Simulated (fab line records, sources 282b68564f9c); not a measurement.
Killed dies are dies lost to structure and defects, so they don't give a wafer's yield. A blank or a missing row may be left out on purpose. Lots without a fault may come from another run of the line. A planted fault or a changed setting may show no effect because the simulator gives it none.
fab line records | flow rit_cmos
record lots=6 wafers=18 last_day=7
route steps=202 shown NWELL@38 PWELL@39 WELLDRIVE@50
lots that met no fault: from a run of the same line without faults
start_h: hours from the record's first day to the start of the lot's first wafer shown | wait_h: hours since the lot's step before | " the same as in the row above | L1.1+2: a row that stands for several wafers | - no value, or no start given | * or withheld: withheld | < > ~ a bound
route shown NAME@n: a module of which the file shows steps, and the number in the route of the first | usual: mean/standard deviation of fault-free wafers | same: alike in all rows | chamber/n: place in a boat | sites: the reading at each site | _std_site: their standard deviation | _edge_site: outer sites' mean less inner sites' | radius_mm: how far each site lies from the wafer's centre | mask NAME#n: copy n | behind: the tool/chamber that last shaped the wafer | hold: why the lot was held/for how many hours/how that ended | device: the transistor (n, p or np) that didn't switch | end of line: the same wafers' tests at the end of the route | a step without rows: its recipe alone | killed: dies lost to structure and defects at the first sort, not the wafer's yield | map: a wafer's dies, x killed, . not, _ none there
set.NAME: the setting as run; set.NAME@STEP: as run at that earlier step | model.NAME: the simulator's own value behind a step, which no gauge read
lots at some steps of the route; a table a step, a row a wafer
services: from which hour (start_h, from the record's first day; less than 0 if before it) a tool's chamber was out of use, for how many hours, and why
## steps
# step RIT_NWELL_TW_MEAS_10
# usual NWELL_TW=2140/26
# columns lot.wafer tool chamber start_h wait_h NWELL_TW
L155.2 film_metro-04 - 42.28 0.1 2119
L155.4 " - " " 2123
L155.5 " - " " 2130
L156.1 film_metro-02 - 45.98 0.1 2180
L156.2 " - " " 2171
L156.5 " - " " 2166
L157.3 film_metro-04 - 51.09 0.1 2119
L157.5 " - " " 2114
L157.6 " - " " 2114
L163.2 film_metro-04 - 81.46 0.1 2113
L163.3 " - " " 2111
L163.4 " - " " 2118
L164.1 film_metro-04 - 85.84 0.1 2126
L164.2 " - " " 2116
L164.6 " - " " 2114
L173.1 film_metro-04 - 132.49 0.1 2132
L173.4 " - " " 2130
L173.6 " - " " 2120
# step RIT_PWELL_HMDS_00
# recipe prime_time_s=60 prime_temp_c=140
# step RIT_PWELL_COAT_01
# recipe resist=NOVOLAK spin_rpm=2000 resist_thk_nm=1300
# step RIT_PWELL_SOFTBAKE_02
# recipe resist=NOVOLAK temp_c=90 time_s=60
# step RIT_PWELL_EXPOSE_03
# recipe mask_id=M3 na=0.57 target_cd_nm=43700 dose_mj=250
# step RIT_PWELL_PEB_04
# recipe resist=NOVOLAK temp_c=withheld time_s=withheld
# step RIT_PWELL_DEVELOP_05
# recipe resist=NOVOLAK develop_time_s=68 dev_temp_c=23
# step RIT_PWELL_OVL_MEAS_06
# usual PWELL_OVL=-0.6/1.2
# columns lot.wafer tool chamber start_h wait_h PWELL_OVL[nm]
L155.2 overlay-01 - 43.34 - -0.8
L155.4 " - " " -0.6
L155.5 " - " " -1.1
L156.1 overlay-01 - 47.27 - -1.2
L156.2 " - " " -1.6
L156.5 " - " " -1.0
L157.3 overlay-02 - 52.23 - -1.7
L157.5 " - " " -1.9
L157.6 " - " " -0.1
L163.2 overlay-01 - 82.52 - 0.2
L163.3 " - " " 0.8
L163.4 " - " " -2.2
L164.1 overlay-02 - 87.01 - -1.2
L164.2 " - " " -0.2
L164.6 " - " " 0.2
L173.1 overlay-01 - 133.55 - 0.1
L173.4 " - " " 0.8
L173.6 " - " " -1.6
# step RIT_PWELL_HARDBAKE_07
# recipe resist=NOVOLAK temp_c=140 time_s=120
# step RIT_PWELL_IMPLANT_08
# recipe species=B energy_kev=170 dose_cm2=7e+13 tilt_deg=7
# step RIT_PWELL_STRIP_09
# recipe chemistry=O2 time_s=180 resist=NOVOLAK platen_temp_c=withheld power_w=500 pressure_mtorr=4000 o2_flow_sccm=4000
# usual drypump_motor_current_A=5.90/0.25 rf_refl_power_W=6.8/1.4
# columns lot.wafer tool chamber start_h wait_h drypump_motor_current_A rf_hours_counter_h rf_refl_power_W
L155.2 plasma_asher-01 1 43.77 0.1 5.91 42 9.0
L155.4 " 1 " " 5.91 - 9.3
L155.5 " 0 " " 5.83 - 7.3
L156.1 plasma_asher-02 1 47.71 0.1 6.14 41 6.7
L156.2 " 0 " " 5.42 41 6.7
L156.5 " 1 " " 6.15 - 6.6
L157.3 plasma_asher-01 1 52.83 0.1 5.90 - 9.3
L157.5 " 1 " " 5.91 - 9.3
L157.6 " 0 " " 5.82 - 7.2
L163.2 plasma_asher-01 1 82.95 0.1 5.90 47 9.5
L163.3 " 0 " " 5.80 - 7.3
L163.4 " 1 " " 5.89 - 9.3
L164.1 plasma_asher-02 1 87.44 0.1 6.12 45 6.7
L164.2 " 0 " " 5.42 45 7.0
L164.6 " 1 " " 6.11 - 6.7
L173.1 plasma_asher-02 1 133.99 0.1 6.12 1 6.6
L173.4 " 1 " " 6.11 - 6.4
L173.6 " 0 " " 5.41 - 6.8
# step RIT_PWELL_TW_MEAS_10
# usual PWELL_TW=951/10
# columns lot.wafer tool chamber start_h wait_h PWELL_TW
L155.2 film_metro-03 - 43.95 0.1 947
L155.4 " - " " 951
L155.5 " - " " 953
L156.1 film_metro-03 - 47.88 0.1 947
L156.2 " - " " 947
L156.5 " - " " 945
L157.3 film_metro-02 - 52.96 0.1 978
L157.5 " - " " 971
L157.6 " - " " 969
L163.2 film_metro-02 - 83.14 0.1 965
L163.3 " - " " 967
L163.4 " - " " 958
L164.1 film_metro-02 - 87.62 0.1 964
L164.2 " - " " 958
L164.6 " - " " 963
L173.1 film_metro-04 - 134.16 0.1 938
L173.4 " - " " 938
L173.6 " - " " 939
# step RIT_WELLDRIVE_ANNEAL_00
# recipe temp_c=1100 time_s=14700 ambient=N2
# usual run_length_s=18271/7.2 spike_tc_centre_C=1102.7/1.6
# columns lot.wafer tool chamber start_h wait_h run_length_s spike_tc_centre_C
L155.2 furnace-01 0 44.00 0.0 18277 1104.3
L155.4 " 0 " " 18277 1102.6
L155.5 " 0 " " 18277 1103.1
L156.1 furnace-02 - 47.94 0.1 - -
L156.2 " - " " - -
L156.5 " - " " - -
L157.3 furnace-03 - 53.00 0.0 - -
L157.5 " - " " - -
L157.6 " - " " - -
L163.2 furnace-02 0 83.21 0.1 18270 1105.3
L163.3 " 0 " " 18270 1103.4
L163.4 " 0 " " 18270 1105.0
L164.1 furnace-03 0 87.68 0.1 18279 1101.6
L164.2 " 0 " " 18279 1101.2
L164.6 " 0 " " 18279 1100.3
L173.1 furnace-03 0 135.03 0.9 18266 1100.4
L173.4 " 0 " " 18266 1100.9
L173.6 " 0 " " 18266 1100.0
## services
# columns tool chamber start_h hours kind
plasma_asher-01 - 27.67 0.6 repair
furnace-03 - 37.50 3.6 pm
furnace-02 - 43.84 3.9 pm
furnace-02 - 88.29 4.0 pm
furnace-02 - 94.02 2.2 pm
furnace-03 - 97.91 2.1 pm
furnace-01 - 102.39 67.7 pm
plasma_asher-02 - 108.75 9.0 pm
plasma_asher-02 0 108.75 9.0 vent_cycle
plasma_asher-02 1 108.75 9.0 vent_cycle
plasma_asher-02 0 117.75 - clean
plasma_asher-02 1 117.75 - clean
## key
first_sign step=RIT_WELLDRIVE_ANNEAL_00 reading=tool_record direction=missing
effect none on later readings
met_at RIT_WELLDRIVE_ANNEAL_00
struck_wafers L156.1,L156.2,L156.5,L157.3,L157.5,L157.6
later_rows_left_out L156.1,L156.2,L156.5,L157.3,L157.5,L157.6
sort_left_out L156.1,L156.2,L156.5,L157.3,L157.5,L157.6
tester_left_out L156,L157
fault kind=skipped_step_whole tool=furnace-02,furnace-03 chamber=- onset_h=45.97 steps=RIT_WELLDRIVE_ANNEAL_00 scope=struck_lots_only
# tester_left_out: of these lots the tester's yield and bins aren't shown, on N5 and GAA mostly nor the transistor test; their killed dies are dies lost to structure and defects alone, not to doping, threshold or leakage, so they don't give the yield
# sort_left_out: the simulated sort isn't trusted on such a fault, so these wafers' sort isn't shown, and their yield isn't known
# later_rows_left_out: the simulator's readings of these wafers behind a module that went badly wrong aren't trusted and aren't shown, but for the sort
